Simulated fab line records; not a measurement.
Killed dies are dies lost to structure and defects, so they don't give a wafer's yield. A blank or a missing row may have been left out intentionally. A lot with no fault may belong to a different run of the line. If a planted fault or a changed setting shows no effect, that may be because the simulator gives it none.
Code-filled problem report in 8D (eight disciplines) form / flow berkeley-cmos170 / the parts of the form that need people (team, actions taken, sign-off) are left out

1. WHAT IS WRONG
Across 6 wafers from 2 lots, M1_AL_RS at UCB170_M1_RS_MEAS_01 averages 0.0535 ohm/sq, while fault-free wafers read 0.0485 ohm/sq with a standard deviation of 0.00057. That puts it +8.8 standard deviations away from the usual mean.
The step: measures by four-point-probe.
Seen first at day 8 19:42 on film-metro-02, wafer L630.1. The record has a number at this step for 42 wafers belonging to 14 lots. By rule, "out" or "out of limits" means more than 4 standard deviations away from the usual mean. All remaining wafers that have a number are taken as sound.

2. WHAT IT IS, WHAT IT ISN'T
question=which readings at this step | is=M1_AL_RS | is not=-
question=which lots | is=L630, L632 | is not=L622, L626, L627, L628, L634, L635, L636, L637, L638, L639, L642, L643
question=which wafers of those lots | is=all that have a number | is not=-
question=read on which gauges | is=film-metro-02 | is not=film-metro-01, film-metro-03
question=when | is=from day 8 19:42 | is not=up to then (9 sound wafers); but 27 sound wafers of L628, L634, L635, L636, L637, L638, L639, L642, L643 came after

3. SUSPECTS, AND WHAT RULES EACH OUT
Counting: a tool at any process step up to the reading remains a suspect when it ran all the lots that are out and ran no sound lot after the first of those.
- the gauge at UCB170_M1_RS_MEAS_01: kept. All the wafers that are out were read on film-metro-02, and no step on other tools shows them out.
- rie-diel-02 at UCB170_SPACER_ETCHBACK_03 (etches SiO2 in CHF3/CF4/Ar, stops on Si, target depth 376 nm, time 100 s): ruled out as a lasting fault. The sound lots L628, L639, L638 went through it after L630, its earliest lot that is out (day 8 06:40).
- pvd-sputter-01 at UCB170_M1_SPUTTER_00 (material Al, target thk 600 nm, time 80 s): kept. Every lot that is out went through it, starting with L630 (day 8 19:38), and after that it ran no sound lot; the last sound lot it ran before then is L626 (day 8 10:26).
Left after counting: pvd-sputter-01 at UCB170_M1_SPUTTER_00, film-metro-02 at UCB170_M1_RS_MEAS_01.

4. THE CAUSE (what the simulator had put in)
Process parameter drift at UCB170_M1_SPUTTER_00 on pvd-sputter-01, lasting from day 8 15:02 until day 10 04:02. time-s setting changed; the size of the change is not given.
Counting left 2 suspects, and this tool is among them.

5. THE CHAIN OF EFFECTS, in route order
Each row: a reading whose mean over the struck wafers that have a number lies more than 3 standard deviations from the usual. Only readings for which the record gives a usual standard deviation are gone through. hours: the time from each lot's start at the first step in this table that gives one to its start at this step, as a median over the lots. sigmas: the change in usual standard deviations.
hours=0; step=UCB170_M1_RS_MEAS_01; reading=M1_AL_RS; usual=0.0485 ohm/sq; on struck wafers=0.0535; change=+0.0050; sigmas=+8.8
hours=4; step=UCB170_M1_THK_MEAS_02; reading=M1_AL_THK; usual=603 nm; on struck wafers=551; change=-52; sigmas=-6.2
hours=11; step=UCB170_M1_METAL_ETCH_12; reading=oes-product-au; usual=0.856 a.u.; on struck wafers=0.811; change=-0.045; sigmas=-3.2
Process steps it contains:
- UCB170_M1_METAL_ETCH_12: etches Al in Cl2/BCl3, stops on PSG, target depth 780 nm, time 130 s.

6. HOW IT WOULD HAVE BEEN CAUGHT EARLIER
Counted from the fault's start at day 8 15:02, it took 5 hours until the first out-of-limits reading at a measuring or inspecting step in this record, taken at day 8 19:42.
An alarm limit of 4 standard deviations would not have fired on the tool readings at UCB170_M1_SPUTTER_00 for which the record gives a usual standard deviation, since none of them was out on any struck wafer.
Of the lots that are out (2), L632 began UCB170_M1_SPUTTER_00 on pvd-sputter-01 after day 8 19:42. A hold on the tool at that time would have spared it.
